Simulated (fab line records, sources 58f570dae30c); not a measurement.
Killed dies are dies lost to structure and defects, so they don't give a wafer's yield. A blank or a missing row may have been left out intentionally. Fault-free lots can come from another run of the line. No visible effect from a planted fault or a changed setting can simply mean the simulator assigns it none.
fab line records -- flow berkeley-cmos170
record: lots: 5, wafers: 23
route steps=331 shown SILICIDE@211 CONTACT@220 M1@242 M2@281 V2@299
start-h: start of the lot's first displayed wafer, in hours after the record's first day -- wait-h: hours since the lot's step before -- " the same as in the row above -- L1.1+2: one row covering several wafers at once -- - value missing, or start not given -- * or withheld: withheld -- < > ~ a bound
route shown NAME@n: NAME is a module with steps in the file, n the number in the route of the first one -- usual: the fault-free wafers' mean and standard deviation -- same: alike in all rows -- chamber/n: place in a boat -- sites: per-site readings -- _std_site: standard deviation across them -- _edge_site: the outer-site mean with the inner-site mean subtracted -- radius-mm: how far each site lies from the wafer's centre -- mask NAME#n: copy n -- behind: the last tool/chamber to shape the wafer -- hold: why the lot was held/for how many hours/how that ended -- device: the n, p or np transistor that did not switch -- end of line: the tests these same wafers got at the end of their route -- a step given without rows: its recipe and nothing more -- killed: dies lost to structure and defects at the first sort, not the wafer's yield -- map: dies across one wafer; x = killed, . = not, _ = none there
set.NAME: setting as actually run; set.NAME@STEP: the setting as run at that earlier step -- model.NAME: the simulator's own value behind a step, which no gauge read
lots with deliberately changed settings; one table per step, one row per wafer
== steps ==
step: UCB170_SILICIDE_SPUTTER_01
recipe: material: Ti, target-thk-nm: 30, time-s: 25, power-w: 1500, chamber-pressure-pa: 0.5
lot.wafer,tool,chamber,start-h,wait-h,set.power-w,model.Ti_of_SILICIDE_SPUTTER_01.thk-nm
L074.1,pvd-sputter-01,-,128.50,0.0,1333,26.42
L074.2,pvd-sputter-01,-,128.50,0.0,1333,27.04
L074.4,pvd-sputter-01,-,128.50,0.0,1500,29.86
L074.5,pvd-sputter-01,-,128.50,0.0,1333,27.17
L074.6,pvd-sputter-01,-,128.50,0.0,1500,30.25
L075.1,pvd-sputter-02,-,128.95,0.0,1500,29.71
L075.2,pvd-sputter-02,-,128.95,0.0,1441,28.61
L075.3,pvd-sputter-02,-,128.95,0.0,1500,30.01
L075.5,pvd-sputter-02,-,128.95,0.0,1500,29.84
L075.6,pvd-sputter-02,-,128.95,0.0,1441,28.82
L076.1,pvd-sputter-02,-,148.56,0.0,1500,29.47
L076.2,pvd-sputter-02,-,148.56,0.0,1500,29.87
L076.3,pvd-sputter-02,-,148.56,0.0,1352,26.87
L076.4,pvd-sputter-02,-,148.56,0.0,1500,30
L076.5,pvd-sputter-02,-,148.56,0.0,1352,27.04
L078.1,pvd-sputter-02,-,166.26,0.0,1345,27.37
L078.2,pvd-sputter-02,-,166.26,0.0,1345,27.17
L078.4,pvd-sputter-02,-,166.26,0.0,1500,30.01
L078.5,pvd-sputter-02,-,166.26,0.0,1345,27.42
L078.6,pvd-sputter-02,-,166.26,0.0,1500,30.75
L080.4,pvd-sputter-02,-,166.39,0.0,1500,29.6
L080.5,pvd-sputter-02,-,166.39,0.0,1500,29.93
L080.6,pvd-sputter-02,-,166.39,0.0,1500,29.71
step: UCB170_SILICIDE_RS_MEAS_02
recipe: thk-meas-gauge: four-point-probe, reads: Ti_of_SILICIDE_SPUTTER_01
usual: SILICIDE_TI_RS: 26.1/0.35
lot.wafer,tool,chamber,start-h,wait-h,set.power-w@SILICIDE_SPUTTER_01,SILICIDE_TI_RS[ohm/sq]
L074.1,film-metro-02,-,128.54,0.0,1333,30.4
L074.2,film-metro-02,-,128.54,0.0,1333,29.5
L074.4,film-metro-02,-,128.54,0.0,1500,26.3
L074.5,film-metro-02,-,128.54,0.0,1333,29.4
L074.6,film-metro-02,-,128.54,0.0,1500,25.9
L075.1,film-metro-02,-,128.98,0.0,1500,26.5
L075.2,film-metro-02,-,128.98,0.0,1441,27.6
L075.3,film-metro-02,-,128.98,0.0,1500,26.1
L075.5,film-metro-02,-,128.98,0.0,1500,26.4
L075.6,film-metro-02,-,128.98,0.0,1441,27.4
L076.1,film-metro-02,-,148.59,0.0,1500,26.7
L076.2,film-metro-02,-,148.59,0.0,1500,26.3
L076.3,film-metro-02,-,148.59,0.0,1352,29.8
L076.4,film-metro-02,-,148.59,0.0,1500,26.1
L076.5,film-metro-02,-,148.59,0.0,1352,29.7
L078.1,film-metro-01,-,166.38,0.1,1345,29.3
L078.2,film-metro-01,-,166.38,0.1,1345,29.5
L078.4,film-metro-01,-,166.38,0.1,1500,26.2
L078.5,film-metro-01,-,166.38,0.1,1345,29.2
L078.6,film-metro-01,-,166.38,0.1,1500,25.5
L080.4,film-metro-02,-,166.56,0.2,1500,26.7
L080.5,film-metro-02,-,166.56,0.2,1500,26.3
L080.6,film-metro-02,-,166.56,0.2,1500,26.6
step: UCB170_SILICIDE_THK_MEAS_03
recipe: thk-meas-gauge: xrf, reads: Ti_of_SILICIDE_SPUTTER_01
usual: SILICIDE_TI_THK: 30.1/0.43
lot.wafer,tool,chamber,start-h,wait-h,set.power-w@SILICIDE_SPUTTER_01,SILICIDE_TI_THK[nm]
L074.1,film-metro-02,-,128.66,0.1,1333,26.4
L074.2,film-metro-02,-,128.66,0.1,1333,26.9
L074.4,film-metro-02,-,128.66,0.1,1500,29.7
L074.5,film-metro-02,-,128.66,0.1,1333,27.0
L074.6,film-metro-02,-,128.66,0.1,1500,30.1
L075.1,film-metro-02,-,129.10,0.1,1500,29.7
L075.2,film-metro-02,-,129.10,0.1,1441,28.5
L075.3,film-metro-02,-,129.10,0.1,1500,30.0
L075.5,film-metro-02,-,129.10,0.1,1500,29.9
L075.6,film-metro-02,-,129.10,0.1,1441,28.8
L076.1,film-metro-02,-,148.71,0.1,1500,29.4
L076.2,film-metro-02,-,148.71,0.1,1500,29.8
L076.3,film-metro-02,-,148.71,0.1,1352,26.7
L076.4,film-metro-02,-,148.71,0.1,1500,29.8
L076.5,film-metro-02,-,148.71,0.1,1352,26.9
L078.1,film-metro-01,-,166.50,0.1,1345,27.5
L078.2,film-metro-01,-,166.50,0.1,1345,27.3
L078.4,film-metro-01,-,166.50,0.1,1500,29.9
L078.5,film-metro-01,-,166.50,0.1,1345,27.5
L078.6,film-metro-01,-,166.50,0.1,1500,30.8
L080.4,film-metro-02,-,166.65,0.1,1500,29.3
L080.5,film-metro-02,-,166.65,0.1,1500,29.7
L080.6,film-metro-02,-,166.65,0.1,1500,29.6
step: UCB170_CONTACT_COAT_04
recipe: resist: KrF, spin-rpm: 1500, resist-thk-nm: 900
lot.wafer,tool,chamber,start-h,wait-h,set.resist-thk-nm,model.KrF_of_CONTACT_COAT_04.thk-nm
L074.1,litho-track-03,0,130.99,0.1,849.7,850.6
L074.2,litho-track-03,0,130.99,0.1,900,902.6
L074.4,litho-track-03,0,130.99,0.1,900,897.8
L074.5,litho-track-03,0,130.99,0.1,849.7,848.2
L074.6,litho-track-03,0,130.99,0.1,900,901.2
L075.1,litho-track-01,0,132.84,0.1,900,900.2
L075.2+6,litho-track-01,0,132.84,0.1,900,899.9
L075.3,litho-track-01,0,132.84,0.1,900,899.5
L075.5,litho-track-01,0,132.84,0.1,900,901
L076.1,litho-track-01,0,153.22,0.1,877.7,878.9
L076.2+3,litho-track-01,0,153.22,0.1,877.7,881.2
L076.4,litho-track-01,0,153.22,0.1,900,900.9
L076.5,litho-track-01,0,153.22,0.1,900,901.4
L078.1,litho-track-03,0,168.90,0.1,848.1,845.9
L078.2,litho-track-03,0,168.90,0.1,848.1,845.5
L078.4,litho-track-03,0,168.90,0.1,900,900.2
L078.5,litho-track-03,0,168.90,0.1,900,897.4
L078.6,litho-track-03,0,168.90,0.1,848.1,846
L080.4,litho-track-01,0,169.42,0.1,900,900.2
L080.5,litho-track-01,0,169.42,0.1,900,897.5
L080.6,litho-track-01,0,169.42,0.1,900,896.1
step: UCB170_CONTACT_SOFTBAKE_05
recipe: resist: KrF, temp-c: 130, time-s: 60
step: UCB170_CONTACT_STRIP_06
recipe: chemistry: O2, power-w: 400, pressure-mtorr: 3500, platen-temp-c: withheld, o2-flow-sccm: 400, overash-fraction: 0.5
usual: strip-time-to-endpoint-s: 21.95/0.063
lot.wafer,tool,chamber,start-h,wait-h,set.resist-thk-nm@CONTACT_COAT_04,strip-time-to-endpoint-s
L074.1,plasma-asher-01,1,131.29,0.1,849.7,20.79
L074.2,plasma-asher-01,0,131.29,0.1,900,22.04
L074.4,plasma-asher-01,1,131.29,0.1,900,21.90
L074.5,plasma-asher-01,0,131.29,0.1,849.7,20.73
L074.6,plasma-asher-01,1,131.29,0.1,900,22.00
L075.1,plasma-asher-03,0,133.14,0.1,900,21.97
L075.2,plasma-asher-03,1,133.14,0.1,900,21.98
L075.3,plasma-asher-03,1,133.14,0.1,900,21.95
L075.5,plasma-asher-03,0,133.14,0.1,900,22.00
L075.6,plasma-asher-03,1,133.14,0.1,900,21.97
L076.1,plasma-asher-03,1,153.52,0.1,877.7,21.46
L076.2,plasma-asher-03,0,153.52,0.1,877.7,21.51
L076.3,plasma-asher-03,1,153.52,0.1,877.7,21.51
L076.4,plasma-asher-03,0,153.52,0.1,900,21.99
L076.5,plasma-asher-03,1,153.52,0.1,900,22.01
L078.1,plasma-asher-03,0,169.20,0.1,848.1,20.67
L078.2,plasma-asher-03,1,169.20,0.1,848.1,20.66
L078.4,plasma-asher-03,1,169.20,0.1,900,21.98
L078.5,plasma-asher-03,1,169.20,0.1,900,21.91
L078.6,plasma-asher-03,0,169.20,0.1,848.1,20.68
L080.4,plasma-asher-04,0,169.67,0.1,900,21.97
L080.5,plasma-asher-04,0,169.67,0.1,900,21.89
L080.6,plasma-asher-04,1,169.67,0.1,900,21.86
step: UCB170_CONTACT_EXPOSE_12
recipe: mask-id: CONT, target-cd-nm: 700, na: 0.5, sigma-outer: 0.6, source-shape: conventional, dose-mj: 35
lot.wafer,tool,chamber,start-h,wait-h,mask,set.dose-mj
L074.1+5+6,krf-scanner-01,0,132.08,-,CONT#0,35
L074.2+4,krf-scanner-01,0,132.08,-,CONT#0,36.92
L075.1+2+5,krf-scanner-02,0,134.28,-,CONT#0,33.77
L075.3+6,krf-scanner-02,0,134.28,-,CONT#0,35
L076.1+2+3+4+5,krf-scanner-02,0,154.88,-,CONT#0,35
L078.1+5+6,krf-scanner-02,0,170.55,-,CONT#0,35
L078.2+4,krf-scanner-02,0,170.55,-,CONT#0,36.83
L080.4+5+6,krf-scanner-01,0,171.00,-,CONT#0,35
step: UCB170_CONTACT_PEB_13
recipe: peb-temp-c: 130, peb-time-s: withheld, resist: KrF
step: UCB170_CONTACT_DEVELOP_14
recipe: developer: TMAH, develop-time-s: 45, resist: KrF, dev-temp-c: 21
step: UCB170_CONTACT_CD_MEAS_15
recipe: target-cd-nm: 700
usual: cd-nm: 700.4/1.2
lot.wafer,tool,chamber,start-h,wait-h,set.dose-mj@CONTACT_EXPOSE_12,cd-nm
L074.1,cd-sem-02,-,132.47,-,35,698.9
L074.2,cd-sem-02,-,132.47,-,36.92,711.2
L074.4,cd-sem-02,-,132.47,-,36.92,708.8
L074.5,cd-sem-02,-,132.47,-,35,698.5
L074.6,cd-sem-02,-,132.47,-,35,699.1
L075.1,cd-sem-02,-,134.68,-,33.77,696.8
L075.2,cd-sem-02,-,134.68,-,33.77,695.2
L075.3,cd-sem-02,-,134.68,-,35,701.2
L075.5,cd-sem-02,-,134.68,-,33.77,696.7
L075.6,cd-sem-02,-,134.68,-,35,700.1
L076.1,cd-sem-01,-,155.28,-,35,699.8
L076.2,cd-sem-01,-,155.28,-,35,701.0
L076.3,cd-sem-01,-,155.28,-,35,699.4
L076.4,cd-sem-01,-,155.28,-,35,699.8
L076.5,cd-sem-01,-,155.28,-,35,698.7
L078.1,cd-sem-02,-,171.09,-,35,701.1
L078.2,cd-sem-02,-,171.09,-,36.83,709.8
L078.4,cd-sem-02,-,171.09,-,36.83,710.9
L078.5,cd-sem-02,-,171.09,-,35,701.8
L078.6,cd-sem-02,-,171.09,-,35,700.8
L080.4,cd-sem-02,-,171.43,-,35,701.9
L080.5,cd-sem-02,-,171.43,-,35,700.7
L080.6,cd-sem-02,-,171.43,-,35,700.8
step: UCB170_CONTACT_ETCH_17
recipe: chemistry: N2/H2, target-depth-a: withheld, overetch-a: withheld, target: BARC, time-s: withheld, source-w: 500, bias-w: 100, pressure-mtorr: 30, n2-flow-sccm: 100, h2-flow-sccm: 200
lot.wafer,tool,chamber,start-h,wait-h,set.dose-mj@CONTACT_EXPOSE_12,model.CONTACT.cd-nm
L074.1+6,rie-diel-03,2,132.63,0.0,35,699.3
L074.2,rie-diel-03,0,132.63,0.0,36.92,710.8
L074.4,rie-diel-03,1,132.63,0.0,36.92,708.3
L074.5,rie-diel-03,3,132.63,0.0,35,698.6
L075.1,rie-diel-04,0,134.83,0.0,33.77,695.8
L075.2,rie-diel-04,1,134.83,0.0,33.77,695.3
L075.3,rie-diel-04,3,134.83,0.0,35,700.9
L075.5,rie-diel-04,1,134.83,0.0,33.77,696
L075.6,rie-diel-04,2,134.83,0.0,35,700.4
L076.1,rie-diel-04,0,155.43,0.0,35,698.5
L076.2,rie-diel-04,1,155.43,0.0,35,701.1
L076.3,rie-diel-04,3,155.43,0.0,35,699.1
L076.4,rie-diel-04,2,155.43,0.0,35,699.4
L076.5,rie-diel-04,3,155.43,0.0,35,698.7
L078.1,rie-diel-02,2,171.25,0.0,35,700.4
L078.2,rie-diel-02,0,171.25,0.0,36.83,709.4
L078.4,rie-diel-02,3,171.25,0.0,36.83,711.4
L078.5,rie-diel-02,1,171.25,0.0,35,700.3
L078.6,rie-diel-02,2,171.25,0.0,35,700.5
L080.4,rie-diel-03,3,171.55,0.0,35,701.9
L080.5,rie-diel-03,0,171.55,0.0,35,700.9
L080.6,rie-diel-03,2,171.55,0.0,35,701.1
step: UCB170_CONTACT_ETCH_18
recipe: chemistry: CHF3/CF4/Ar, target: PSG, stop-on: TiSi2, CHF3_flow_sccm: 45, cf4-flow-sccm: 15, Ar_flow_sccm: 150, pressure-mtorr: 200, rf-w: 700, target-depth-a: 8400, over-etch-frac: 0.2, time-s: 195
lot.wafer,tool,chamber,start-h,wait-h,set.dose-mj@CONTACT_EXPOSE_12,model.CONTACT.cd-nm
L074.1,rie-diel-03,2,-,-,35,699.4
L074.2,rie-diel-03,0,-,-,36.92,710.3
L074.4,rie-diel-03,1,-,-,36.92,708.2
L074.5,rie-diel-03,3,-,-,35,697.5
L074.6,rie-diel-03,2,-,-,35,699.5
L075.1,rie-diel-04,0,-,-,33.77,696.3
L075.2,rie-diel-04,1,-,-,33.77,695.5
L075.3,rie-diel-04,3,-,-,35,701.9
L075.5,rie-diel-04,1,-,-,33.77,696.6
L075.6,rie-diel-04,2,-,-,35,701.1
L076.1,rie-diel-04,0,-,-,35,698.6
L076.2,rie-diel-04,1,-,-,35,701.2
L076.3,rie-diel-04,3,-,-,35,699.1
L076.4,rie-diel-04,2,-,-,35,699
L076.5,rie-diel-04,3,-,-,35,698.7
L078.1,rie-diel-02,2,-,-,35,699.7
L078.2,rie-diel-02,0,-,-,36.83,709.4
L078.4,rie-diel-02,3,-,-,36.83,711.4
L078.5+6,rie-diel-02,"1,2",-,-,35,699.9
L080.4,rie-diel-03,3,-,-,35,701
L080.5,rie-diel-03,0,-,-,35,700.6
L080.6,rie-diel-03,2,-,-,35,700.8
step: UCB170_CONTACT_STRIP_19
recipe: chemistry: O2, power-w: 400, pressure-mtorr: 3500, platen-temp-c: withheld, o2-flow-sccm: 400, overash-fraction: 0.5
step: UCB170_CONTACT_CD_MEAS_90
recipe: target-cd-nm: 700
usual: cd-nm: 700.2/1.4
lot.wafer,tool,chamber,start-h,wait-h,set.dose-mj@CONTACT_EXPOSE_12,cd-nm
L074.1,cd-sem-02,-,132.89,0.1,35,699.5
L074.2,cd-sem-02,-,132.89,0.1,36.92,710.1
L074.4,cd-sem-02,-,132.89,0.1,36.92,708.3
L074.5,cd-sem-02,-,132.89,0.1,35,697.7
L074.6,cd-sem-02,-,132.89,0.1,35,699.1
L075.1,cd-sem-02,-,135.18,0.1,33.77,696.4
L075.2,cd-sem-02,-,135.18,0.1,33.77,695.6
L075.3,cd-sem-02,-,135.18,0.1,35,701.8
L075.5,cd-sem-02,-,135.18,0.1,33.77,696.4
L075.6,cd-sem-02,-,135.18,0.1,35,701.0
L076.1,cd-sem-02,-,155.70,0.1,35,698.6
L076.2,cd-sem-02,-,155.70,0.1,35,701.1
L076.3,cd-sem-02,-,155.70,0.1,35,699.0
L076.4,cd-sem-02,-,155.70,0.1,35,699.2
L076.5,cd-sem-02,-,155.70,0.1,35,698.9
L078.1,cd-sem-02,-,171.51,0.1,35,699.7
L078.2,cd-sem-02,-,171.51,0.1,36.83,709.5
L078.4,cd-sem-02,-,171.51,0.1,36.83,711.2
L078.5,cd-sem-02,-,171.51,0.1,35,699.8
L078.6,cd-sem-02,-,171.51,0.1,35,699.9
L080.4,cd-sem-02,-,171.86,0.1,35,701.1
L080.5,cd-sem-02,-,171.86,0.1,35,700.3
L080.6,cd-sem-02,-,171.86,0.1,35,700.8
step: UCB170_M1_COAT_04
recipe: resist: KrF, spin-rpm: 1500, resist-thk-nm: 900
lot.wafer,tool,chamber,start-h,wait-h,set.spin-rpm,model.KrF_of_M1_COAT_04.thk-nm
L074.1,litho-track-02,0,-,-,1500,897.1
L074.2,litho-track-02,0,-,-,1422,924.3
L074.4,litho-track-02,0,-,-,1422,921.3
L074.5,litho-track-02,0,-,-,1422,919.2
L074.6,litho-track-02,0,-,-,1500,898
L075.1,litho-track-02,0,-,-,1500,898.9
L075.2,litho-track-02,0,-,-,1500,898.4
L075.3,litho-track-02,0,-,-,1500,902.9
L075.5,litho-track-02,0,-,-,1500,901.7
L075.6,litho-track-02,0,-,-,1500,902.7
L076.1,litho-track-04,0,-,-,1500,901.2
L076.2,litho-track-04,0,-,-,1552,888.1
L076.3,litho-track-04,0,-,-,1500,901.3
L076.4,litho-track-04,0,-,-,1552,883.7
L076.5,litho-track-04,0,-,-,1500,901.1
L078.1,litho-track-02,0,-,-,1500,897.7
L078.2,litho-track-02,0,-,-,1430,918.5
L078.4,litho-track-02,0,-,-,1430,920.1
L078.5,litho-track-02,0,-,-,1430,919.4
L078.6,litho-track-02,0,-,-,1500,899
L080.4,litho-track-04,0,-,-,1500,898.7
L080.5,litho-track-04,0,-,-,1500,898.6
L080.6,litho-track-04,0,-,-,1500,899.2
step: UCB170_M1_METAL_ETCH_12
recipe: chemistry: Cl2/BCl3, target: Al, stop-on: PSG, pressure-mtorr: 12, target-depth-a: 7800, over-etch-frac: 0.3, time-s: 130, icp-w: 600, bias-w: 120, Cl2_flow_sccm: 90, bcl3-flow-sccm: 45
lot.wafer,tool,chamber,start-h,wait-h,set.icp-w,set.spin-rpm@M1_COAT_04,model.KrF_of_M1_COAT_04.thk-nm
L074.1,rie-metal-03,0,134.86,-,600,1500,417.2
L074.2,rie-metal-03,1,134.86,-,600,1422,447.1
L074.4,rie-metal-03,0,134.86,-,600,1422,443.7
L074.5,rie-metal-03,1,134.86,-,600,1422,442.2
L074.6,rie-metal-03,0,134.86,-,600,1500,419.2
L075.1,rie-metal-01,1,136.88,-,580.7,1500,435.6
L075.2,rie-metal-01,0,136.88,-,600,1500,420.6
L075.3,rie-metal-01,0,136.88,-,600,1500,425.9
L075.5,rie-metal-01,1,136.88,-,580.7,1500,436.7
L075.6,rie-metal-01,0,136.88,-,580.7,1500,437.3
L076.1,rie-metal-01,1,157.32,-,600,1500,425.8
L076.2,rie-metal-01,0,157.32,-,600,1552,417.5
L076.3,rie-metal-01,0,157.32,-,600,1500,428.4
L076.4,rie-metal-01,1,157.32,-,600,1552,409.5
L076.5,rie-metal-01,0,157.32,-,600,1500,426.5
L078.1,rie-metal-04,1,173.27,-,621.3,1500,418.3
L078.2,rie-metal-04,0,173.27,-,600,1430,450.2
L078.4,rie-metal-04,0,173.27,-,600,1430,452.6
L078.5,rie-metal-04,1,173.27,-,621.3,1430,443.7
L078.6,rie-metal-04,0,173.27,-,600,1500,430
L080.4,rie-metal-03,0,173.56,-,600,1500,422.9
L080.5,rie-metal-03,0,173.56,-,600,1500,424.4
L080.6,rie-metal-03,1,173.56,-,600,1500,430.1
step: UCB170_M2_COAT_10
recipe: resist: KrF, spin-rpm: 1500, resist-thk-nm: 900
lot.wafer,tool,chamber,start-h,wait-h,set.spin-rpm,model.KrF_of_M2_COAT_10.thk-nm
L075.1,litho-track-01,0,-,-,1500,897.6
L075.2,litho-track-01,0,-,-,1500,897.8
L075.3+5,litho-track-01,0,-,-,1500,895.8
L075.6,litho-track-01,0,-,-,1500,894
L074.1,litho-track-04,0,-,-,1500,894.1
L074.2,litho-track-04,0,-,-,1443,912
L074.4,litho-track-04,0,-,-,1500,897.3
L074.5,litho-track-04,0,-,-,1500,894.9
L074.6,litho-track-04,0,-,-,1443,912.2
L076.1,litho-track-02,0,-,-,1500,894.7
L076.2,litho-track-02,0,-,-,1500,897.2
L076.3,litho-track-02,0,-,-,1500,897.3
L076.4,litho-track-02,0,-,-,1500,896.4
L076.5,litho-track-02,0,-,-,1500,898.1
L080.4,litho-track-04,0,-,-,1500,898
L080.5,litho-track-04,0,-,-,1500,901.4
L080.6,litho-track-04,0,-,-,1500,901.5
L078.1,litho-track-04,0,-,-,1500,901.9
L078.2,litho-track-04,0,-,-,1458,913.8
L078.4,litho-track-04,0,-,-,1458,914.1
L078.5,litho-track-04,0,-,-,1500,901.2
L078.6,litho-track-04,0,-,-,1500,902.9
step: UCB170_V2_COAT_07
recipe: resist: KrF, spin-rpm: 1500, resist-thk-nm: 900
lot.wafer,tool,chamber,start-h,wait-h,set.resist-thk-nm,model.KrF_of_V2_COAT_07.thk-nm
L075.1+6,litho-track-03,0,150.96,0.1,900,897.8
L075.2,litho-track-03,0,150.96,0.1,900,899.2
L075.3,litho-track-03,0,150.96,0.1,900,893.5
L075.5,litho-track-03,0,150.96,0.1,900,901.9
L074.1,litho-track-04,0,151.28,0.1,900,900.5
L074.2,litho-track-04,0,151.28,0.1,872.1,872.8
L074.4,litho-track-04,0,151.28,0.1,872.1,871.4
L074.5,litho-track-04,0,151.28,0.1,900,897.9
L074.6,litho-track-04,0,151.28,0.1,900,899.4
L076.1,litho-track-03,0,167.88,0.1,900,897.9
L076.2,litho-track-03,0,167.88,0.1,900,898.6
L076.3,litho-track-03,0,167.88,0.1,949.6,951.1
L076.4,litho-track-03,0,167.88,0.1,949.6,950.6
L076.5,litho-track-03,0,167.88,0.1,900,900.9
L080.4,litho-track-04,0,185.75,0.1,900,900.8
L080.5,litho-track-04,0,185.75,0.1,900,900.6
L080.6,litho-track-04,0,185.75,0.1,900,903.3
L078.1,litho-track-04,0,186.13,0.1,900,899.5
L078.2,litho-track-04,0,186.13,0.1,900,900.6
L078.4,litho-track-04,0,186.13,0.1,900,900.7
L078.5,litho-track-04,0,186.13,0.1,900,895.2
L078.6,litho-track-04,0,186.13,0.1,900,898.4
== key ==
split: step: UCB170_SILICIDE_SPUTTER_01, setting: power-w, stated: 1500, by: wafer
response: step: UCB170_SILICIDE_SPUTTER_01, reading: model.Ti_of_SILICIDE_SPUTTER_01.thk-nm, change: +0.289, per: 1%, r: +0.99
response: step: UCB170_SILICIDE_RS_MEAS_02, reading: SILICIDE_TI_RS, change: -0.336, per: 1%, r: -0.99
response: step: UCB170_SILICIDE_THK_MEAS_03, reading: SILICIDE_TI_THK, change: +0.284, per: 1%, r: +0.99
split: step: UCB170_CONTACT_COAT_04, setting: resist-thk-nm, stated: 900, by: wafer
response: step: UCB170_CONTACT_COAT_04, reading: model.KrF_of_CONTACT_COAT_04.thk-nm, change: +9.1, per: 1%, r: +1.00
response: step: UCB170_CONTACT_STRIP_06, reading: strip-time-to-endpoint-s, change: *, per: 1%, r: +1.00
split: step: UCB170_CONTACT_EXPOSE_12, setting: dose-mj, stated: 35, by: wafer
response: step: UCB170_CONTACT_CD_MEAS_15, reading: cd-nm, change: +1.78, per: 1%, r: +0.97
response: step: UCB170_CONTACT_ETCH_17, reading: model.CONTACT.cd-nm, change: +1.82, per: 1%, r: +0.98
response: step: UCB170_CONTACT_ETCH_18, reading: model.CONTACT.cd-nm, change: +1.88, per: 1%, r: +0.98
response: step: UCB170_CONTACT_CD_MEAS_90, reading: cd-nm, change: +1.88, per: 1%, r: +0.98
split: step: UCB170_M1_COAT_04, setting: spin-rpm, stated: 1500, by: wafer
response: step: UCB170_M1_COAT_04, reading: model.KrF_of_M1_COAT_04.thk-nm, change: -4.54, per: 1%, r: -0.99
response: step: UCB170_M1_METAL_ETCH_12, reading: model.KrF_of_M1_COAT_04.thk-nm, change: -4.88, per: 1%, r: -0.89
split: step: UCB170_M1_METAL_ETCH_12, setting: icp-w, stated: 600, by: wafer
response none clear
split: step: UCB170_M2_COAT_10, setting: spin-rpm, stated: 1500, by: wafer
response: step: UCB170_M2_COAT_10, reading: model.KrF_of_M2_COAT_10.thk-nm, change: -4.35, per: 1%, r: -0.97
split: step: UCB170_V2_COAT_07, setting: resist-thk-nm, stated: 900, by: wafer
response: step: UCB170_V2_COAT_07, reading: model.KrF_of_V2_COAT_07.thk-nm, change: +9.23, per: 1%, r: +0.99
